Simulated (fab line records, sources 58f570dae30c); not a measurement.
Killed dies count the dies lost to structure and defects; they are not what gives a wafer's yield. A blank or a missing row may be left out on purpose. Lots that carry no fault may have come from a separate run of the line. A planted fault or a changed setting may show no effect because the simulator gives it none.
Which of the tools did it?    flow berkeley_cmos170    7 lots with 21 wafers sampled at 2 steps, on a route of 331 steps

== WHAT EACH GAUGE READ, for each wafer ==
UCB170_V2_THK_MEAS_04.
lot   measured      on             V2_POLISHED_THK (nm)
L708  day 8 12:11   film_metro-03  1002.3 1002.1 1003.1
L706  day 8 15:49   film_metro-04  1001.2 999.2 1001.3
L711  day 9 15:49   film_metro-02  1000.3 999.8 999.5
L717  day 11 01:00  film_metro-02  1002.7 1001.0 1002.8
L722  day 11 21:45  film_metro-03  999.7 1001.4 1001.3
L727  day 12 19:30  film_metro-04  1000.6 1000.6 1000.6
L728  day 13 08:20  film_metro-03  998.4 999.2 1001.0

== WHICH TOOL RAN EACH LOT (tool, then ch and the chambers of the sampled wafers, then the start) ==
lot   UCB170_PVT_STRIP_08
L708  plasma_asher-02 ch 0, day 6 16:58
L706  plasma_asher-04 ch 0,1, day 6 17:31
L711  plasma_asher-02 ch 0,1, day 7 16:10
L717  plasma_asher-03 ch 0,1, day 8 21:22
L722  plasma_asher-04 ch 0,1, day 10 00:06
L727  plasma_asher-02 ch 0,1, day 10 20:32
L728  plasma_asher-03 ch 0,1, day 11 07:51
- UCB170_PVT_STRIP_08: strips in O2.

== THE ANSWER, worked out from the rows above alone ==
Rule: the usual values come from the lots themselves. Put in order of their means at a reading, lots are off if they are a third of the lots or fewer, leave a main group of 4 or more, and stand apart from it by a gap of 3 or more times the standard deviation of the main group's means; of several such gaps the widest counts. The tables above print the reading to a certain number of digits; a main group whose means all agree to those digits is not used. Also off: a lot with no number at a reading for which 4 or more lots have one. Where the step has rows for the other lots, those lots are counted as sound.
No lot is off at any reading shown: from this, nothing can be told.

== WHAT THE SIMULATOR HAD PUT IN ==
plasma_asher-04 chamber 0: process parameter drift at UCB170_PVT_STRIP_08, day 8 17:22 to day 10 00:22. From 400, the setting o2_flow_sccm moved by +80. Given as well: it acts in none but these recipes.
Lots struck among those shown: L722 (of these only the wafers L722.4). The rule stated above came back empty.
